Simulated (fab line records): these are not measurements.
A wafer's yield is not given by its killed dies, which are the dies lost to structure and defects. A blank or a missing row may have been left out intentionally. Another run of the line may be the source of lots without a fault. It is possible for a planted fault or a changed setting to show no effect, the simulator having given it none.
fab line records	flow berkeley-cmos170
record: lots: 14	wafers: 42	last-day: 11
route steps=331 shown NWELL@29 WELLDRIVE@58 PLDD@151 V1@267
lots untouched by any fault: they come from a run of this same line in which no faults occurred
start-h: start of the lot's first displayed wafer, in hours after the record's first day	wait-h: hours elapsed since this lot's preceding step	" the same as in the row above	L1.1+2: several wafers, shown together as one row	- either no value or no given start	* or withheld: withheld	< > ~ a bound
route shown NAME@n: NAME is a module with steps in the file, n the number in the route of the first one	usual: average and standard deviation across the fault-free wafers	same: alike in all rows	chamber/n: place in a boat	sites: the reading at each site	_std_site: standard deviation across them	_edge_site: inner sites' mean taken away from outer sites' mean	radius-mm: for every site, how far away it sits from the centre of the wafer	mask NAME#n: copy n	behind: tool/chamber where the wafer was last shaped	hold: cause of the lot's hold/its duration in hours/its outcome	device: which transistor (n, p or np) failed to switch	end of line: tests run on the same wafers once the route is complete	for a step that has no rows: nothing shown but its recipe	killed: count of dies lost to structure and defects at first sort (not the wafer's yield)	map: the dies of a wafer, with x for killed, . for not killed, _ for no die there
set.NAME: setting as actually run; set.NAME@STEP: the setting as run at that earlier step	model.NAME: the simulator's own value behind a step, which no gauge read
steps of the route over a sample of lots; a table a step, a row a wafer
services: when a tool's chamber went out of use (start-h, in hours from the record's first day, below 0 if earlier), for how many hours, and the reason
== steps ==
step: UCB170_NWELL_STRIP_15
recipe: chemistry: O2	power-w: 400	pressure-mtorr: 3500	platen-temp-c: withheld	o2-flow-sccm: 400	overash-fraction: 0.5
usual: chamber-pressure-mTorr: 3499/3.5	drypump-motor-current-A: 5.9/0.63	oes-product-au: 0.721/0.0044	strip-time-to-endpoint-s: 18.02/0.083
lot.wafer	tool	chamber	start-h	wait-h	chamber-pressure-mTorr	drypump-motor-current-A	oes-product-au	rf-hours-counter-h	strip-time-to-endpoint-s
L374.3	plasma-asher-03	1	36.94	0.1	3498	5.6	0.725	-	18.01
L374.5	"	1	"	"	3504	5.6	0.725	-	18.09
L374.6	"	0	"	"	3505	5.2	0.716	-	17.98
L375.2	plasma-asher-04	1	37.18	0.1	3497	6.5	0.723	32	17.99
L375.3	"	0	"	"	3495	5.4	0.719	-	17.91
L375.6	"	1	"	"	3500	6.5	0.721	-	18.07
L377.3	plasma-asher-03	1	49.76	0.1	3497	5.6	0.721	-	18.12
L377.5	"	1	"	"	3504	5.6	0.723	-	17.94
L377.6	"	0	"	"	3498	5.2	0.723	-	18.02
L379.1	plasma-asher-04	1	69.35	0.1	3496	6.5	0.718	35	18.07
L379.3	"	0	"	"	3503	5.4	0.723	-	17.85
L379.4	"	1	"	"	3498	6.5	0.721	-	18.08
L380.4	plasma-asher-03	0	75.28	0.1	3498	5.2	0.712	-	18.08
L380.5	"	0	"	"	3498	5.2	0.718	-	18.02
L380.6	"	1	"	"	3503	5.6	0.728	-	17.99
L382.2	plasma-asher-01	0	83.24	0.1	3500	5.4	0.727	37	18.07
L382.5	"	1	"	"	3496	6.8	0.721	-	18.11
L382.6	"	0	"	"	3505	5.4	0.717	-	18.09
L383.2	plasma-asher-01	1	83.41	0.1	3506	6.8	0.728	38	18.14
L383.5	"	0	"	"	3503	5.4	0.716	-	18.03
L383.6	"	1	"	"	3503	6.8	0.714	-	18.10
L384.2	plasma-asher-04	1	86.98	0.1	3501	6.5	0.712	37	18.03
L384.4	"	1	"	"	3495	6.5	0.720	-	17.99
L384.5	"	0	"	"	3496	5.4	0.723	-	18.03
L385.3	plasma-asher-04	1	91.95	0.1	3500	6.5	0.724	-	18.17
L385.5	"	0	"	"	3504	5.4	0.721	-	18.11
L385.6	"	1	"	"	3498	6.5	0.723	-	18.19
L392.2	plasma-asher-04	0	126.58	0.1	3501	5.4	0.727	1	18.00
L392.3	"	0	"	"	3500	5.4	0.727	-	18.02
L392.4	"	1	"	"	3495	6.5	0.715	-	17.93
L393.2	plasma-asher-04	0	138.48	0.1	3497	5.4	0.721	2	17.89
L393.4	"	1	"	"	3501	6.5	0.723	-	17.95
L393.5	"	1	"	"	3498	6.5	0.722	-	17.88
L396.1	plasma-asher-01	1	141.47	0.1	3503	6.8	0.720	45	18.00
L396.4	"	1	"	"	3498	6.8	0.719	-	18.12
L396.5	"	1	"	"	3500	6.8	0.717	-	17.88
L394.2	plasma-asher-04	1	141.59	0.1	3495	6.5	0.719	2	18.14
L394.3	"	0	"	"	3498	5.4	0.714	-	18.11
L394.6	"	1	"	"	3498	6.5	0.715	-	18.11
L395.1	plasma-asher-01	0	141.83	0.1	3501	5.4	0.729	45	18.01
L395.3	"	1	"	"	3496	6.8	0.720	-	18.15
L395.5	"	0	"	"	3495	5.4	0.717	-	18.00
step: UCB170_WELLDRIVE_ANNEAL_03
recipe: temp-c: 1100	time-s: 900	ambient: N2
usual: spike-tc-centre-C: 1101.7/0.94	spike-tc-load-C: 1128.8/1.5
lot.wafer	tool	chamber	start-h	wait-h	spike-tc-centre-C	spike-tc-load-C
L374.3	furnace-03	0	68.87	2.5	1100.9	1127.7
L374.5	"	0	"	"	1102.2	1129.3
L374.6	"	0	"	"	1102.0	1127.1
L375.2	furnace-03	0	68.87	2.5	1102.4	1128.5
L375.3	"	0	"	"	1101.2	1126.9
L375.6	"	0	"	"	1101.9	1127.2
L377.3	furnace-03	0	84.49	4.1	1101.2	1127.7
L377.5	"	0	"	"	1102.0	1126.8
L377.6	"	0	"	"	1103.7	1128.2
L379.1	furnace-03	0	99.26	1.3	1102.2	1126.8
L379.3	"	0	"	"	1101.2	1128.3
L379.4	"	0	"	"	1101.5	1129.0
L380.4	furnace-02	0	104.17	2.5	1101.4	1131.4
L380.5	"	0	"	"	1101.0	1130.7
L380.6	"	0	"	"	1101.2	1129.4
L383.2	furnace-03	0	117.12	4.3	1101.0	1128.8
L383.5	"	0	"	"	1101.1	1128.5
L383.6	"	0	"	"	1102.3	1128.3
L382.2	furnace-03	-	121.21	3.7	-	-
L382.5	"	-	"	"	-	-
L382.6	"	-	"	"	-	-
L384.2	furnace-03	-	121.21	0.2	-	-
L384.4	"	-	"	"	-	-
L384.5	"	-	"	"	-	-
L385.3	furnace-03	0	121.21	3.7	1101.2	1128.8
L385.5	"	0	"	"	1103.7	1127.9
L385.6	"	0	"	"	1102.1	1128.9
L392.2	furnace-02	0	162.85	3.1	1101.0	1131.7
L392.3	"	0	"	"	1100.3	1130.9
L392.4	"	0	"	"	1100.7	1130.1
L393.2	furnace-03	0	173.86	2.5	1101.5	1127.7
L393.4	"	0	"	"	1100.7	1128.5
L393.5	"	0	"	"	1101.8	1129.1
L394.2	furnace-03	0	173.86	2.4	1102.0	1129.8
L394.3	"	0	"	"	1103.9	1129.2
L394.6	"	0	"	"	1102.6	1126.7
L395.1	furnace-03	0	173.86	2.5	1102.7	1127.5
L395.3	"	0	"	"	1101.5	1127.5
L395.5	"	0	"	"	1102.6	1128.7
L396.1	furnace-03	0	173.86	2.4	1101.9	1128.7
L396.4	"	0	"	"	1103.6	1127.4
L396.5	"	0	"	"	1102.1	1127.9
step: UCB170_PLDD_CD_MEAS_06
recipe: target-cd-nm: 1200
usual: cd-nm: 1200.3/1.3
lot.wafer	tool	chamber	start-h	wait-h	cd-nm
L374.3	cd-sem-02	-	125.38	-	1200.5
L374.5	"	-	"	"	1199.9
L374.6	"	-	"	"	1198.7
L375.2	cd-sem-02	-	126.04	-	1199.5
L375.3	"	-	"	"	1199.9
L375.6	"	-	"	"	1199.2
L377.3	cd-sem-01	-	151.82	-	1199.6
L377.5	"	-	"	"	1200.5
L377.6	"	-	"	"	1200.2
L379.1	cd-sem-01	-	151.90	-	1200.6
L379.3	"	-	"	"	1201.5
L379.4	"	-	"	"	1200.0
L380.4	cd-sem-02	-	172.42	-	1199.9
L380.5	"	-	"	"	1199.4
L380.6	"	-	"	"	1199.5
L383.2	cd-sem-01	-	189.88	-	1197.2
L383.5	"	-	"	"	1198.1
L383.6	"	-	"	"	1197.6
L385.3	cd-sem-01	-	190.02	-	1198.7
L385.5	"	-	"	"	1200.1
L385.6	"	-	"	"	1199.7
L392.2	cd-sem-01	-	226.37	-	1202.1
L392.3	"	-	"	"	1202.5
L392.4	"	-	"	"	1203.8
L393.2	cd-sem-01	-	226.73	-	1200.3
L393.4	"	-	"	"	1202.2
L393.5	"	-	"	"	1201.6
L395.1	cd-sem-02	-	227.14	-	1202.9
L395.3	"	-	"	"	1200.7
L395.5	"	-	"	"	1200.7
L394.2	cd-sem-02	-	228.37	-	1201.9
L394.3	"	-	"	"	1202.2
L394.6	"	-	"	"	1202.8
L396.1	cd-sem-01	-	229.28	-	1200.1
L396.4	"	-	"	"	1200.8
L396.5	"	-	"	"	1201.6
step: UCB170_V1_OVL_MEAS_13
usual: V1_OVL: 0/5.4
lot.wafer	tool	chamber	start-h	wait-h	V1_OVL[nm]
L375.2	overlay-02	-	154.78	0.1	-2
L375.3	"	-	"	"	-4
L375.6	"	-	"	"	-7
L374.3	overlay-01	-	155.03	0.1	7
L374.5	"	-	"	"	10
L374.6	"	-	"	"	1
L379.1	overlay-01	-	179.25	0.1	1
L379.3	"	-	"	"	0
L379.4	"	-	"	"	-13
L377.3	overlay-02	-	179.52	0.1	-4
L377.5	"	-	"	"	-3
L377.6	"	-	"	"	-6
L380.4	overlay-01	-	198.79	0.1	7
L380.5	"	-	"	"	3
L380.6	"	-	"	"	0
L385.3	overlay-02	-	218.61	0.1	3
L385.5	"	-	"	"	2
L385.6	"	-	"	"	-4
L383.2	overlay-01	-	218.88	0.1	-3
L383.5	"	-	"	"	0
L383.6	"	-	"	"	-2
L394.2	overlay-01	-	257.78	0.1	0
L394.3	"	-	"	"	1
L394.6	"	-	"	"	-8
L395.1	overlay-01	-	257.85	0.1	6
L395.3	"	-	"	"	1
L395.5	"	-	"	"	13
L396.1	overlay-01	-	263.12	0.1	-2
L396.4	"	-	"	"	-5
L396.5	"	-	"	"	-5
L393.2	overlay-01	-	263.39	0.1	2
L393.4	"	-	"	"	-4
L393.5	"	-	"	"	-3
L392.2	overlay-01	-	263.53	0.1	-5
L392.3	"	-	"	"	2
L392.4	"	-	"	"	7
== services ==
tool	chamber	start-h	hours	kind
plasma-asher-01	-	33.69	2.8	pm
plasma-asher-01	-	48.20	0.6	repair
plasma-asher-04	-	55.84	4.3	pm
plasma-asher-04	-	108.75	9.0	pm
plasma-asher-04	0	108.75	9.0	vent-cycle
plasma-asher-04	1	108.75	9.0	vent-cycle
plasma-asher-04	0	117.75	-	clean
plasma-asher-04	1	117.75	-	clean
== key ==
first-sign: step: UCB170_WELLDRIVE_ANNEAL_03	reading: tool-record	direction: missing
effect none on later readings
met-at UCB170_WELLDRIVE_ANNEAL_03
struck-lots L382,L384
later-rows-left-out L382.2,L382.5,L382.6,L384.2,L384.4,L384.5
sort-left-out L382.2,L382.5,L382.6,L384.2,L384.4,L384.5
tester-left-out L382,L384
not-acting-at UCB170_NWELL_STRIP_15,UCB170_PLDD_CD_MEAS_06,UCB170_V1_OVL_MEAS_13
onset-between 117.12 121.21
fault: kind: skipped-step-whole	tool: furnace-03	chamber: -	onset-h: 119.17	steps: UCB170_WELLDRIVE_ANNEAL_03	scope: struck-lots-only
tester-left-out: of these lots the tester's yield and bins aren't shown, on N5 and GAA mostly nor the transistor test; their killed dies are dies lost to structure and defects alone, not to doping, threshold or leakage, so they don't give the yield
sort-left-out: the simulated sort isn't trusted on such a fault, so these wafers' sort isn't shown, and their yield isn't known
later-rows-left-out: the simulator's readings of these wafers behind a module that went badly wrong aren't trusted and aren't shown, but for the sort
